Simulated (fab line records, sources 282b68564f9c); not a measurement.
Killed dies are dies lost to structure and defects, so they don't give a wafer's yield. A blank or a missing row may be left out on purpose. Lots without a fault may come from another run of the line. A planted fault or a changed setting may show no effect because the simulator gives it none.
Which tool did it? | flow rit_cmos | 14 lots, 42 wafers sampled, at 3 steps of a route of 202

WHAT THE GAUGES READ, wafer by wafer
RIT_NWELL_TW_MEAS_10.
lot  | measured    | on            | NWELL_TW
L609 | day 1 23:35 | film_metro-01 | 2181 2184 2187
L611 | day 2 07:28 | film_metro-02 | 2104 2115 2106
L612 | day 2 13:02 | film_metro-02 | 2098 2097 2105
L613 | day 2 20:32 | film_metro-01 | 2194 2190 2187
L614 | day 3 00:11 | film_metro-04 | 2129 2131 2133
L615 | day 3 06:04 | film_metro-04 | 2135 2138 2141
L616 | day 3 09:33 | film_metro-02 | 2117 2098 2108
L617 | day 3 14:34 | film_metro-02 | 2100 2097 2097
L619 | day 3 22:53 | film_metro-04 | 1897 1896 1903 1900 1901 1899
L623 | day 5 02:16 | film_metro-01 | 1936 1954 1946 1941 1951 1945
L624 | day 5 05:59 | film_metro-04 | 2146 2159 2158
L627 | day 5 16:53 | film_metro-01 | 2176 2190 2188
L629 | day 6 04:09 | film_metro-01 | 2202 2206 2205
L632 | day 6 19:02 | film_metro-01 | 2194 2192 2201

RIT_WELLDRIVE_RS_MEAS_01: measures by four-point-probe.
lot  | measured    | on            | NWELL_RS (ohm/sq)
L609 | day 2 06:38 | film_metro-02 | 276.7 276.6 276.6
L611 | day 2 14:37 | film_metro-02 | 273.8 274.0 273.8
L612 | day 2 20:37 | film_metro-04 | 275.1 274.8 275.3
L613 | day 3 03:36 | film_metro-04 | 275.2 276.5 276.0
L614 | day 3 08:42 | film_metro-02 | 274.9 275.0 275.6
L615 | day 3 13:44 | film_metro-02 | 275.4 275.0 275.2
L616 | day 3 16:22 | film_metro-04 | 274.9 275.0 275.0
L617 | day 3 21:28 | film_metro-01 | 276.0 276.7 275.7
L619 | day 4 08:34 | film_metro-02 | 344.8 344.7 345.6 344.8 344.6 345.8
L623 | day 5 13:03 | film_metro-01 | 345.4 345.0 343.2 345.2 344.8 344.5
L624 | day 5 14:19 | film_metro-02 | 276.1 274.1 275.7
L627 | day 6 00:59 | film_metro-04 | 275.1 274.3 275.0
L629 | day 6 11:53 | film_metro-02 | 275.1 274.1 274.4
L632 | day 7 02:04 | film_metro-01 | 276.2 276.6 275.6

WHICH TOOL RAN EACH LOT (tool, then ch and the chambers of the sampled wafers, then the start)
lot  | RIT_NWELL_IMPLANT_08
L609 | implanter-03 ch 0, day 1 23:14
L611 | implanter-03 ch 0, day 2 07:10
L612 | implanter-02 ch 0, day 2 12:44
L613 | implanter-03 ch 0, day 2 20:13
L614 | implanter-02 ch 0, day 2 23:53
L615 | implanter-04 ch 0, day 3 05:45
L616 | implanter-03 ch 0, day 3 09:13
L617 | implanter-04 ch 0, day 3 14:16
L619 | implanter-04 ch 0, day 3 22:34
L623 | implanter-04 ch 0, day 5 01:56
L624 | implanter-03 ch 0, day 5 05:40
L627 | implanter-03 ch 0, day 5 16:33
L629 | implanter-03 ch 0, day 6 03:49
L632 | implanter-03 ch 0, day 6 18:45
- RIT_NWELL_IMPLANT_08

WHAT THE TOOLS THEMSELVES READ (means of the sampled wafers that have a number; where no wafer has one, the mark that the record gives instead)
RIT_NWELL_IMPLANT_08.
lot  | tool         | dose_ions_cm2 | faraday_current_uA | tilt_deg (degrees)
L609 | implanter-03 | 5e+13         | 157                | 6.979
L611 | implanter-03 | 5e+13         | 157                | 6.981
L612 | implanter-02 | 5e+13         | 157                | 7.015
L613 | implanter-03 | 5e+13         | 157                | 6.990
L614 | implanter-02 | 5e+13         | 159                | 6.988
L615 | implanter-04 | 5e+13         | 158                | 6.980
L616 | implanter-03 | 5e+13         | 158                | 7.011
L617 | implanter-04 | 5e+13         | 160                | 6.965
L619 | implanter-04 | 3e+13         | 111                | 6.985
L623 | implanter-04 | 3e+13         | 109                | 7.012
L624 | implanter-03 | 5e+13         | 158                | 7.005
L627 | implanter-03 | 5e+13         | 158                | 6.982
L629 | implanter-03 | 5e+13         | 160                | 6.978
L632 | implanter-03 | 5e+13         | 156                | 7.007

THE ANSWER, worked out from the rows above alone
Rule: what is usual is taken from the lots themselves. Put in order of their means at a reading, lots are off if they are a third of the lots or fewer, leave a main group of 4 or more, and stand apart from it by a gap of 3 or more times the standard deviation of the main group's means; of several such gaps the widest counts. A main group whose means are all the same, to the digits that the tables above print for the reading, isn't used. A lot without any number at a reading at which 4 lots or more have one is off too. The other lots that the step has rows for count as sound. The gauges are gone through in route order, then the tools' own readings, and for those a lot's mean is taken as printed above. The first step at which some lot is off is used, and at that step the reading that is off furthest; a lot without a number counts as furthest.
Off: L619, L623, at RIT_NWELL_TW_MEAS_10 (NWELL_TW). The main group: mean 2150, standard deviation 39.
A tool fits if, at a process step before that reading, it ran every lot that is off, and no sound lot after the first of them. The gauges at RIT_NWELL_TW_MEAS_10 aren't tried: what is off there is off at RIT_NWELL_IMPLANT_08 too, on other tools, and a gauge's error can't cause that. One fits: implanter-04 at RIT_NWELL_IMPLANT_08. Its last sound lot is L617 (day 3 14:16), its first lot that is off L619 (day 3 22:34): a fault that began between those two fits.
The tool's own readings at RIT_NWELL_IMPLANT_08 bear it out: on the lots that are off they differ by more than 5 times the standard deviation of the sound lots' means. dose_ions_cm2 reads 3e+13 there against 5e+13 on the sound lots; faraday_current_uA reads 110 there against 158 on the sound lots.

WHAT THE SIMULATOR HAD PUT IN
Process parameter drift: implanter-04, from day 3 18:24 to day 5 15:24, at RIT_NWELL_IMPLANT_08. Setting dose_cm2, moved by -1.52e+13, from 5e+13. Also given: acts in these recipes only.
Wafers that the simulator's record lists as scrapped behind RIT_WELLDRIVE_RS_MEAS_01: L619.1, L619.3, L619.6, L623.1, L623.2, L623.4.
Lots struck among those shown: L619, L623. The rule above found the same.
